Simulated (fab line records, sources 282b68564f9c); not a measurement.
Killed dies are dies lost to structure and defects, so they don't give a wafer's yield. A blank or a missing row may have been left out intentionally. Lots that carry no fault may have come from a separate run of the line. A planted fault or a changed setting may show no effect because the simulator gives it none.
fab line records    flow rit-cmos
record: lots: 7  wafers: 21  last-day: 7
route steps=202 shown NLDD@105 PLDD@114
lots untouched by any fault: they come from a run of this same line in which no faults occurred
start-h: hours from the record's opening day to when the first of the lot's shown wafers began    wait-h: hours from the lot's prior step to this one    " unchanged from the row above    L1.1+2: several wafers, shown together as one row    - either no value or no given start    * or withheld: withheld    < > ~ a bound
route shown NAME@n: NAME is a module with steps in the file, n the number in the route of the first one    usual: mean and standard deviation over wafers with no fault    same: alike in all rows    chamber/n: place in a boat    sites: readings site by site    _std_site: standard deviation across them    _edge_site: outer sites' mean less inner sites'    radius-mm: for every site, how far away it sits from the centre of the wafer    mask NAME#n: copy n    behind: the last tool/chamber to shape the wafer    hold: cause of the lot's hold/its duration in hours/its outcome    device: names the non-switching transistor (n, p or np)    end of line: tests of these same wafers at the route's end    for a step that has no rows: nothing shown but its recipe    killed: dies lost to structure and defects at the first sort, not the wafer's yield    map: a wafer's dies, x killed, . not, _ none there
set.NAME: setting as actually run; set.NAME@STEP: the setting as run at that earlier step    model.NAME: the simulator's own value behind a step, which no gauge read
lots at selected steps of the route; one table per step, one row per wafer
services: from which hour (start-h, from the record's first day; less than 0 if before it) a tool's chamber was out of use, for how many hours, and why
== steps ==
step: RIT_NLDD_SOFTBAKE_02
recipe: resist: NOVOLAK  temp-c: 90  time-s: 60
step: RIT_NLDD_EXPOSE_03
recipe: mask-id: M7  na: 0.57  target-cd-nm: 40700  dose-mj: 250
step: RIT_NLDD_PEB_04
recipe: resist: NOVOLAK  temp-c: withheld  time-s: withheld
step: RIT_NLDD_DEVELOP_05
recipe: resist: NOVOLAK  develop-time-s: 50  dev-temp-c: 23
step: RIT_NLDD_OVL_MEAS_06
usual: NLDD_OVL: -0.1/1.6
lot.wafer  tool        chamber  start-h  wait-h  NLDD_OVL[nm]
L575.1     overlay-02  -        84.60    -       0.6
L575.2     "           -        "        "       2.0
L575.3     "           -        "        "       2.1
L578.1     overlay-01  -        94.34    -       -1.1
L578.2     "           -        "        "       -2.1
L578.3     "           -        "        "       -2.6
L588.1     overlay-01  -        134.54   -       -1.1
L588.2     "           -        "        "       0.3
L588.6     "           -        "        "       -0.3
L589.1     overlay-01  -        138.57   -       0.7
L589.4     "           -        "        "       0.3
L589.5     "           -        "        "       1.6
L590.2     overlay-01  -        138.72   -       0.4
L590.3     "           -        "        "       1.0
L590.5     "           -        "        "       0.1
L595.1     overlay-01  -        159.57   -       0.4
L595.2     "           -        "        "       1.1
L595.4     "           -        "        "       0.7
L596.4     overlay-02  -        161.97   -       1.5
L596.5     "           -        "        "       1.6
L596.6     "           -        "        "       1.4
step: RIT_NLDD_HARDBAKE_07
recipe: resist: NOVOLAK  temp-c: 140  time-s: 60
step: RIT_NLDD_IMPLANT_08
recipe: species: P  energy-kev: 20  dose-cm2: 5e+14  tilt-deg: 7
step: RIT_NLDD_STRIP_09
recipe: chemistry: O2  time-s: 180  resist: NOVOLAK  platen-temp-c: withheld  power-w: 500  pressure-mtorr: 4000  o2-flow-sccm: 4000
usual: chamber-pressure-mTorr: 4000/3.5  drypump-motor-current-A: 5.7/0.47  o2-flow-sccm: 4000/13
lot.wafer  tool             chamber  start-h  wait-h  chamber-pressure-mTorr  drypump-motor-current-A  o2-flow-sccm  rf-hours-counter-h
L575.1     plasma-asher-01  1        84.93    0.1     4002                    5.0                      3973          29
L575.2     "                0        "        "       4002                    5.9                      4011          29
L575.3     "                1        "        "       3997                    5.0                      3971          -
L578.1     plasma-asher-02  0        94.67    0.1     3994                    5.5                      3991          46
L578.2     "                1        "        "       4005                    6.5                      3980          46
L578.3     "                1        "        "       3999                    6.5                      4006          -
L588.1     plasma-asher-04  0        134.87   0.1     3999                    5.3                      4012          50
L588.2     "                1        "        "       4002                    5.7                      3997          50
L588.6     "                0        "        "       4000                    5.3                      4009          -
L589.1     plasma-asher-02  0        139.01   0.1     3996                    5.5                      4009          3
L589.4     "                0        "        "       3996                    5.5                      4006          -
L589.5     "                0        "        "       3998                    5.5                      4010          -
L590.2     plasma-asher-01  1        139.30   0.1     3994                    5.0                      4028          35
L590.3     "                1        "        "       3996                    5.0                      4039          -
L590.5     "                0        "        "       3996                    5.9                      3993          -
L595.1     plasma-asher-02  0        159.91   0.1     4000                    5.5                      4008          6
L595.2     "                1        "        "       3996                    6.5                      4009          6
L595.4     "                0        "        "       3998                    5.5                      3999          -
L596.4     plasma-asher-01  1        162.35   0.1     4000                    5.0                      4011          -
L596.5     "                1        "        "       3997                    5.0                      3992          -
L596.6     "                0        "        "       4003                    6.0                      4011          -
step: RIT_NLDD_TW_MEAS_10
usual: NLDD_TW: 2507/12
lot.wafer  tool           chamber  start-h  wait-h  NLDD_TW
L575.1     film-metro-02  -        85.11    0.1     2509
L575.2     "              -        "        "       2510
L575.3     "              -        "        "       2527
L578.1     film-metro-02  -        94.85    0.1     2517
L578.2     "              -        "        "       2507
L578.3     "              -        "        "       2509
L588.1     film-metro-02  -        135.05   0.1     2498
L588.2     "              -        "        "       2503
L588.6     "              -        "        "       2495
L589.1     film-metro-03  -        139.19   0.1     2500
L589.4     "              -        "        "       2503
L589.5     "              -        "        "       2511
L590.2     film-metro-01  -        139.48   0.1     2514
L590.3     "              -        "        "       2516
L590.5     "              -        "        "       2516
L595.1     film-metro-01  -        160.08   0.1     2499
L595.2     "              -        "        "       2505
L595.4     "              -        "        "       2497
L596.4     film-metro-03  -        162.49   0.1     2521
L596.5     "              -        "        "       2515
L596.6     "              -        "        "       2514
step: RIT_PLDD_HMDS_00
recipe: prime-time-s: 60  prime-temp-c: 140
step: RIT_PLDD_COAT_01
recipe: resist: NOVOLAK  spin-rpm: 3250  resist-thk-nm: 1000
step: RIT_PLDD_SOFTBAKE_02
recipe: resist: NOVOLAK  temp-c: 90  time-s: 60
step: RIT_PLDD_EXPOSE_03
recipe: mask-id: M8  na: 0.57  target-cd-nm: 40900  dose-mj: 250
usual: exposure-dose-mJ-cm2: 249.97/0.26  focus-offset-nm: 0.1/0.61  stage-vel-mm-s: 499.98/0.24
lot.wafer  tool              chamber  start-h  wait-h  mask  exposure-dose-mJ-cm2  focus-offset-nm  stage-vel-mm-s
L575.1     iline-stepper-02  0        85.62    0.1     M8#0  249.76                0.3              500.02
L575.2     "                 0        "        "       M8#0  249.70                -0.1             500.11
L575.3     "                 0        "        "       M8#0  249.48                0.5              500.17
L578.1     iline-stepper-02  0        95.36    0.1     M8#0  250.22                0.0              499.85
L578.2     "                 0        "        "       M8#0  250.48                0.4              499.84
L578.3     "                 0        "        "       M8#0  249.96                0.3              499.86
L588.1     iline-stepper-01  -        135.63   0.1     M8#0  -                     -                -
L588.2     "                 -        "        "       M8#0  -                     -                -
L588.6     "                 -        "        "       M8#0  -                     -                -
L589.1     iline-stepper-02  -        140.04   0.2     M8#0  -                     -                -
L589.4     "                 -        "        "       M8#0  -                     -                -
L589.5     "                 -        "        "       M8#0  -                     -                -
L590.2     iline-stepper-01  -        140.30   0.3     M8#0  -                     -                -
L590.3     "                 -        "        "       M8#0  -                     -                -
L590.5     "                 -        "        "       M8#0  -                     -                -
L595.1     iline-stepper-02  0        160.59   0.1     M8#0  250.32                -0.6             499.79
L595.2     "                 0        "        "       M8#0  250.26                0.0              499.83
L595.4     "                 0        "        "       M8#0  250.21                0.0              499.66
L596.4     iline-stepper-02  0        163.03   0.1     M8#0  250.29                0.5              500.28
L596.5     "                 0        "        "       M8#0  250.52                0.0              500.09
L596.6     "                 0        "        "       M8#0  250.38                0.2              500.52
step: RIT_PLDD_PEB_04
recipe: resist: NOVOLAK  temp-c: withheld  time-s: withheld
== services ==
tool              chamber  start-h  hours  kind
iline-stepper-01  -        69.13    1.7    pm
iline-stepper-01  -        76.64    28.9   pm
plasma-asher-02   -        108.75   9.0    pm
plasma-asher-02   0        108.75   9.0    vent-cycle
plasma-asher-02   1        108.75   9.0    vent-cycle
plasma-asher-01   -        112.30   2.8    pm
plasma-asher-02   0        117.75   -      clean
plasma-asher-02   1        117.75   -      clean
iline-stepper-02  -        122.96   8.9    pm
iline-stepper-02  -        131.85   1.7    pm
iline-stepper-01  -        159.31   3.5    repair
== key ==
first-sign: step: RIT_PLDD_EXPOSE_03  reading: tool-record  direction: missing
effect none on later readings
met-at RIT_PLDD_EXPOSE_03
struck-wafers L588.1,L588.2,L588.6,L589.1,L589.4,L589.5,L590.2,L590.3,L590.5
sort-left-out L588.1,L588.2,L588.6,L589.1,L589.4,L589.5,L590.2,L590.3,L590.5
tester-left-out L588,L589,L590
onset-between 95.36 135.63
fault: kind: skipped-step-whole  tool: iline-stepper-01,iline-stepper-02  chamber: -  onset-h: 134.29  steps: RIT_PLDD_EXPOSE_03  scope: struck-lots-only
tester-left-out: of these lots the tester's yield and bins aren't shown, on N5 and GAA mostly nor the transistor test; their killed dies are dies lost to structure and defects alone, not to doping, threshold or leakage, so they don't give the yield
sort-left-out: the simulated sort isn't trusted on such a fault, so these wafers' sort isn't shown, and their yield isn't known
